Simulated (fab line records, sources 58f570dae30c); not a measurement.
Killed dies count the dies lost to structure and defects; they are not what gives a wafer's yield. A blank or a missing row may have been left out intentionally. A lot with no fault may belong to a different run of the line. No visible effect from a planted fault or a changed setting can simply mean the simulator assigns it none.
Split-lot experiment    flow berkeley cmos170    23 wafers read across 5 lots, on a route 331 steps long

## THE SPLIT ITSELF
At UCB170_PWELL_OXIDATION_02 (target thk 26.4 nm, ox time 1260 s), the setting ox time s was moved away from the recipe's 1260 s on 15 of the 23 wafers read, by -12.1% to +11.0%. All remaining wafers had this setting at the recipe value.

The file shows no step between the split and the reading.

## THE READING
At UCB170_PWELL_THK_MEAS_03: PWELL_OXIDE_THK, given in nm. Typical for fault-free wafers on this fab line: 26.0 nm, with standard deviation 0.42 nm.

wafer   tool, chamber at the split  ox time s as run, s  against the recipe  PWELL_OXIDE_THK, nm  against lot-mates on the recipe
L074.1  -, -                        1260                 recipe              25.5                 -
L074.2  -, -                        1260                 recipe              25.1                 -
L074.3  -, -                        1260                 recipe              26.0                 -
L074.5  -, -                        1260                 recipe              25.7                 -
L074.6  -, -                        1260                 recipe              25.8                 -
L081.1  -, -                        1209                 -4.0%               25.9                 no lot-mate on the recipe
L081.2  -, -                        1209                 -4.0%               25.3                 no lot-mate on the recipe
L081.4  -, -                        1209                 -4.0%               25.5                 no lot-mate on the recipe
L081.5  -, -                        1209                 -4.0%               25.5                 no lot-mate on the recipe
L081.6  -, -                        1209                 -4.0%               25.6                 no lot-mate on the recipe
L080.2  furnace-02, 0               1260                 recipe              26.0                 -
L080.3  furnace-02, 0               1260                 recipe              26.2                 -
L080.4  furnace-02, 0               1260                 recipe              25.8                 -
L083.2  -, -                        1398                 +11.0%              27.9                 no lot-mate on the recipe
L083.3  -, -                        1398                 +11.0%              27.8                 no lot-mate on the recipe
L083.4  -, -                        1398                 +11.0%              28.2                 no lot-mate on the recipe
L083.5  -, -                        1398                 +11.0%              27.2                 no lot-mate on the recipe
L083.6  -, -                        1398                 +11.0%              27.7                 no lot-mate on the recipe
L085.2  -, -                        1108                 -12.1%              23.9                 no lot-mate on the recipe
L085.3  -, -                        1108                 -12.1%              23.5                 no lot-mate on the recipe
L085.4  -, -                        1108                 -12.1%              23.9                 no lot-mate on the recipe
L085.5  -, -                        1108                 -12.1%              24.0                 no lot-mate on the recipe
L085.6  -, -                        1108                 -12.1%              23.5                 no lot-mate on the recipe

FIT RESULTS
A straight line over all 23 wafers: PWELL_OXIDE_THK changes by +0.169 nm for each +1% of ox time s; r = +0.97; the points scatter about the line by 0.35 nm.
Too few moved wafers have a lot-mate on the recipe to fit a line with each lot's own level taken away.

## THE WHOLE CHAIN: every reading that the file lists as answering this split, in the file's order
step                       what it does                        reading                                                                             change (the file's fit)               r (the file's)
UCB170_PWELL_OXIDATION_02  target thk 26.4 nm, ox time 1260 s  SiO2_of_PWELL_OXIDATION_02.thk nm (the simulator's own value, which no gauge read)  +0.17 nm for each +1% of the setting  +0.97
UCB170_PWELL_THK_MEAS_03                                       PWELL_OXIDE_THK                                                                     +0.17 for each +1% of the setting     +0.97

## FILE'S OWN FIT
PWELL_OXIDE_THK changes by +0.17 nm for each +1% of ox time s, r = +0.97.
